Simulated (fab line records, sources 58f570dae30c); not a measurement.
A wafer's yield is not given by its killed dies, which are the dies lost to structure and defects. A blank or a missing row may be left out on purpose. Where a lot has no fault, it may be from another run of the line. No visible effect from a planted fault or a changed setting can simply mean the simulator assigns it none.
Problem report in the 8D (eight disciplines) form, filled by code    flow berkeley-cmos170    the parts of the form that need people (team, actions taken, sign-off) are left out

1. WHAT IS WRONG
Wafers without a fault read 0.873 a.u., standard deviation 0.012; oes-product-au at UCB170_V2_ETCH_14 reads a mean of 0.989 a.u. on 6 wafers belonging to 2 lots. That is +9.7 standard deviations from the usual mean.
The step: etches SiO2 in CHF3/CF4/Ar, stops on Al, target depth 1250 nm, time 291 s.
Seen first at day 9 12:38 on rie-diel-04, wafer L347.2. Wafers with a number at this step in the record: 42, from 14 lots. Rule for "out" (also "out of limits"): further than 4 standard deviations from the usual mean. Any other wafer with a number is counted as sound.

2. WHAT IT IS, WHAT IT ISN'T
question                     is                      is not
which readings at this step  oes-product-au          cf4-flow-sccm, drypump-motor-current-A, throttle-valve-pct
which lots                   L347, L353              L335, L337, L338, L339, L341, L342, L343, L344, L346, L355, L356, L358
which wafers of those lots   all that have a number  -
read on which tools          rie-diel-04             rie-diel-02, rie-diel-03
when                         from day 9 12:38        up to then (27 sound wafers); but 9 sound wafers of L355, L356, L358 came after

3. THE SUSPECTS, EACH WITH WHAT RULES IT OUT
Counting: a tool at any process step up to the reading remains a suspect when it ran all the lots that are out and ran no sound lot after the first of those.
- rie-diel-04 at UCB170_V2_ETCH_14 (etches SiO2 in CHF3/CF4/Ar, stops on Al, target depth 1250 nm, time 291 s): kept. All lots that are out passed through it, beginning with L347 at day 9 12:38, and no sound lot followed; its final sound lot before that point was L344 at day 9 08:36. Out on those wafers are its own readings of oes-product-au.
Left after counting: rie-diel-04 at UCB170_V2_ETCH_14.

4. THE CAUSE (what the simulator had put in)
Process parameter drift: rie-diel-04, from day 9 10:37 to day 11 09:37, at UCB170_V2_ETCH_14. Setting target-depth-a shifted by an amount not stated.
After counting, this tool was the only one left.

5. THE CHAIN OF EFFECTS, in route order
Rows list readings where the struck wafers' mean (over those with a number) sits beyond 3 standard deviations from the usual. Only readings for which the record gives a usual standard deviation are gone through. hours: the time from each lot's start at the first step in this table that gives one to its start at this step, as a median over the lots. sigmas: the change in usual standard deviations.
hours  step                reading                   usual       on struck wafers  change  sigmas
0      UCB170_V2_ETCH_14   oes-product-au            0.873 a.u.  0.989             +0.116  +9.7
0      UCB170_V2_STRIP_15  strip-time-to-endpoint-s  15.32 s     16.72             +1.40   +13
The process steps in it:
- UCB170_V2_ETCH_14: etches SiO2 in CHF3/CF4/Ar, stops on Al, target depth 1250 nm, time 291 s.
- UCB170_V2_STRIP_15: strips in O2.

6. HOW IT WOULD HAVE BEEN CAUGHT EARLIER
In this record the first reading out of limits was taken at day 9 12:38, 2 hours after the fault began at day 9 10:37.
